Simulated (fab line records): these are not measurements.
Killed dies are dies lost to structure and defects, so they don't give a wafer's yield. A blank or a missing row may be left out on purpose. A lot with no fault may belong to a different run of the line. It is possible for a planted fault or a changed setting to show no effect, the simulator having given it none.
Struck lot and sound lot, side by side ; flow rit_cmos ; 15 steps out of a route of 202
Sound: these wafers, L977.2, L977.4, L977.5. Struck: wafers L988.2, L988.3, L988.4. Last of all comes the cause.
At each step with rows: each side's tool, then ch and its chambers, then its first start. Under that, the readings that differ: sound wafers ; struck wafers ; difference of the means ; sigmas: that difference in standard deviations of wafers without a fault.
alike: a reading whose means differ by less than 2 such deviations, as well as words and numbers matching on both sides. not compared: withheld readings; readings where some wafer has no value; bounds like >300 that might hide an equal value; numbers whose values overlap and for which the record gives no deviation.
The two part at a step that has a row with sigmas, a row that says differs or no value, or rows on one side only. Non-overlapping numbers with no deviation appear without sigmas and do not part them. Lack of a reading on every wafer of one side parts them only where that side has two or more wafers.

RIT_GATE_STRIP_20: strips in O2, time 180 s.
  sound on plasma_asher-04 ch 0,1, day 4 16:19; struck on plasma_asher-04 ch 0,1, day 6 22:38
  alike: drypump_motor_current_A
  not compared: rf_hours_counter_h
RIT_GATE_CD_MEAS_90: target cd 150 nm.
  sound: cd_sem-02 at day 4 16:30; struck: cd_sem-02 at day 6 22:49
  alike: cd_nm
then, 4 steps without rows for these wafers: RIT_REOX_CLEAN_00 (cleans in SC1, time 600 s); RIT_REOX_CLEAN_01 (cleans in dHF, time 30 s); RIT_REOX_CLEAN_02 (cleans in SC2, time 600 s); RIT_REOX_OXIDATION_03 (target thk 25.2 nm, ox time 5580 s).
RIT_REOX_THK_MEAS_04:
  sound: film_metro-01 at day 4 19:37; struck: film_metro-02 at day 7 01:53
  alike: REOX_OXIDE_THK
then, 5 steps without rows for these wafers: RIT_NLDD_HMDS_00 (prime time 60 s); RIT_NLDD_COAT_01 (resist thk 1000 nm); RIT_NLDD_SOFTBAKE_02 (time 60 s); RIT_NLDD_EXPOSE_03 (exposes mask M7, target cd 40700 nm); RIT_NLDD_PEB_04.
RIT_NLDD_DEVELOP_05: develop time 50 s.
  sound on litho_track-03 ch 0, day 4 20:00; struck on litho_track-03 ch 0, day 7 02:00
reading;sound;struck;difference;sigmas
developer_temp_C (C);22.88 22.91 22.86;25.52 25.43 25.45;+2.58;+23
  alike: resist_line_temp_C
RIT_NLDD_OVL_MEAS_06:
  sound: overlay-02 at day 4 20:38; struck: overlay-01 at day 7 02:56
  alike: NLDD_OVL
RIT_M1_PROBE_99:
  sound: prober-02 at day 5 14:10; struck: prober-01 at day 7 18:50
  alike: killed_at_contacts, killed_at_front_end, killed_dies, killed_open, killed_short

== WHERE THEY PART ==
Only at RIT_NLDD_DEVELOP_05, within this record. Later steps at which nothing parts them and some readings are alike: RIT_NLDD_OVL_MEAS_06, RIT_M1_PROBE_99.

WHY: what the simulator had put in
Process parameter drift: litho_track-03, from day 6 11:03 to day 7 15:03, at RIT_NLDD_DEVELOP_05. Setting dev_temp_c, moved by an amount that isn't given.
